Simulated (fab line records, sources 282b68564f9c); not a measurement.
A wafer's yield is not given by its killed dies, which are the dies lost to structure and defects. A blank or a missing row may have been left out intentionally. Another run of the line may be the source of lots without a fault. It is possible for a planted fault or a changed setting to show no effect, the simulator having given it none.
Code-filled problem report in 8D (eight disciplines) form	flow rit cmos	the parts of the form that need people (team, actions taken, sign-off) are left out

1. THE ISSUE
CONTACT_TEOS_THK at RIT_CONTACT_THK_MEAS_01 reads a mean of 354 nm on 2 wafers of 1 lot; wafers without a fault read 400 nm with a standard deviation of 5.1. That is -9.1 standard deviations from the usual mean.
Seen first at day 6 05:23 on film metro-04, wafer L122.3. The record holds 39 wafers of 13 lots with a number at this step. By rule, "out" or "out of limits" means more than 4 standard deviations away from the usual mean. The rest of the wafers with a number are treated as sound.

2. WHAT IT IS; WHAT IT IS NOT
question	is	is not
which readings at this step	CONTACT_TEOS_THK	-
which lots	L122	L108, L109, L110, L111, L116, L118, L123, L126, L127, L128, L130, L131
which wafers of those lots	L122.3, L122.5	L122.2
read on which gauges	film metro-04	film metro-01, film metro-02
when	from day 6 05:23	up to then (19 sound wafers); but 18 sound wafers of L123, L126, L127, L128, L130, L131 came after

3. THE SUSPECTS, EACH WITH WHAT RULES IT OUT
Counting: a tool at a process step up to the reading stays a suspect if it ran every lot that is out. Sound lots after the first of them don't rule it out here, since some wafers of a struck lot are sound.
- the gauge at RIT_CONTACT_THK_MEAS_01: kept. All the wafers that are out were read on film metro-04, and no step on other tools shows them out.
- pecvd-03 at RIT_CONTACT_CVD_00 (deposits SiO2 from TEOS, target thk 400 nm, time 61 s): kept. It processed L122, the lot that is out, at day 6 05:20, and its most recent sound lot before then was L116 at day 5 05:38.
- At RIT_CONTACT_CVD_00 on pecvd-03, chamber 2 took the sound wafers of the same lots and chamber 0 took the wafers that are out.
Left after counting: pecvd-03 at RIT_CONTACT_CVD_00, film metro-04 at RIT_CONTACT_THK_MEAS_01.

4. THE CAUSE (what the simulator had put in)
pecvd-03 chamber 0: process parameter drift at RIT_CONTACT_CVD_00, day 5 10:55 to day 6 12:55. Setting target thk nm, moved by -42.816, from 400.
2 suspects survive the count, and this tool is in that group.

5. THE EFFECT CHAIN, in route order
Each row: a reading where the mean over the struck wafers with a number is more than 3 standard deviations away from the usual. Readings are gone through only where the record gives a usual standard deviation; hours: the median, over the lots, of the time from a lot's start at the first step in this table giving one to that lot's start at this step; sigmas: the change measured in usual standard deviations.
hours	step	reading	usual	on struck wafers	change	sigmas
0	RIT_CONTACT_THK_MEAS_01	CONTACT_TEOS_THK	400 nm	354	-46	-9.1

6. WHAT WOULD HAVE CAUGHT IT SOONER
In this record the first reading out of limits at a measuring or inspecting step was taken at day 6 05:23, 18 hours after the fault began at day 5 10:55.
Tool readings at RIT_CONTACT_CVD_00 with a usual standard deviation given in the record: none out on any struck wafer, hence no alarm at a limit of 4 standard deviations on them.
By day 6 05:23, every lot that is out (1) had started RIT_CONTACT_CVD_00 on pecvd-03. A hold on the tool at that time would have spared none of them.
